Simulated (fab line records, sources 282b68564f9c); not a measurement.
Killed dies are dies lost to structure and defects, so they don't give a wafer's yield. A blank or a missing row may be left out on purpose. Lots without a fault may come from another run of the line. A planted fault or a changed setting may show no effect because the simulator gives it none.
A struck lot beside a sound one | flow rit_cmos | 17 steps out of a route of 202
Sound: wafers L433.3, L433.4, L433.5. Struck: wafers L447.2, L447.5, L447.6. The cause comes at the end.
At each step with rows: each side's tool, then ch and its chambers, then its first start. Under that, the readings that differ: sound wafers | struck wafers | difference of the means | sigmas: that difference in standard deviations of wafers without a fault.
alike: readings whose means differ by less than 2 such deviations, and words and numbers that are the same on both sides. not compared: withheld readings, readings that some wafer has no value for, bounds like >300 that may hide the same value, and numbers for which the record gives no deviation and whose values overlap.
The two part at a step that has a row with sigmas, a row that says differs or no value, or rows on one side only. Numbers that don't overlap but have no deviation are shown without sigmas and don't part them. A reading that every wafer of one side lacks parts them only if that side has two wafers or more.

first, 1 step without rows for these wafers: RIT_PRETRO_DEVELOP_05 (develop time 65.41 s).
RIT_PRETRO_OVL_MEAS_06:
  sound on overlay-01, day 4 00:37; struck on overlay-02, day 7 04:18
  alike: PRETRO_OVL
then, 2 steps without rows for these wafers: RIT_PRETRO_HARDBAKE_07 (time 120 s); RIT_PRETRO_IMPLANT_08.
RIT_PRETRO_STRIP_09: strips in O2, time 180 s.
  sound on plasma_asher-01 ch 0,1, day 4 01:06; struck on plasma_asher-03 ch 0,1, day 7 04:52
  alike: drypump_motor_current_A, rf_refl_power_W
  not compared: rf_hours_counter_h
RIT_PRETRO_TW_MEAS_10:
  sound on film_metro-01, day 4 01:14; struck on film_metro-01, day 7 05:03
  alike: PRETRO_TW
then, 5 steps without rows for these wafers: RIT_GATE_WET_ETCH_00 (etches SiO2 in BOE, target depth 56 nm, time 60 s); RIT_GATE_CLEAN_01 (cleans in SC1, time 600 s); RIT_GATE_CLEAN_02 (cleans in dHF, time 30 s); RIT_GATE_CLEAN_03 (cleans in SC2, time 600 s); RIT_GATE_CLEAN_04 (cleans in dHF, time 60 s).
RIT_FOX2_THK_MEAS_91:
  sound on film_metro-04, day 4 01:43; struck on film_metro-04, day 7 05:44
  alike: FIELD_OXIDE_LEFT_2_THK
RIT_GATE_OXIDATION_05: target thk 3 nm, ox time 270 s.
  sound on furnace-03 ch 0, day 4 02:02; struck on furnace-03 ch 0, day 7 05:47
  reading                                     | sound             | struck            | difference | sigmas
  spike_tc_centre_C (C)                       | 902.7 902.0 904.8 | 887.9 887.3 887.9 | -15.5      | -12
  spike_tc_load_C (C)                         | 927.2 927.9 928.7 | 911.6 912.3 911.7 | -16.1      | -12
  spike_tc_source_C (C)                       | 922.2 922.6 922.1 | 905.5 906.9 906.0 | -16.2      | -13
  model.SiO2_of_GATE_OXIDATION_05.thk_nm (nm) | 3.1 3.07 3.094    | 2.545 2.542 2.543 | -0.545     |
  alike: tube_center_temp_C, zone_power_centre_pct
then, 1 step without rows for these wafers: RIT_GATE_ANNEAL_06 (time 600 s).
RIT_GATE_THK_MEAS_07:
  sound on film_metro-01, day 4 05:49; struck on film_metro-04, day 7 07:32
  reading             | sound          | struck         | difference | sigmas
  GATE_OXIDE_THK (nm) | 3.06 3.12 3.08 | 2.55 2.57 2.52 | -0.54      | -8
then, 2 steps without rows for these wafers: RIT_GATE_CVD_08 (deposits poly-Si from SiH4, target thk 250 nm, time 2220 s); RIT_M1_PROBE_99.

WHERE THEY PART
First at RIT_GATE_OXIDATION_05; last, within this record, at RIT_GATE_THK_MEAS_07.

WHY: what the simulator had put in
Process parameter drift: furnace-03, from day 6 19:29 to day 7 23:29, at RIT_GATE_OXIDATION_05. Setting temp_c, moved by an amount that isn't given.
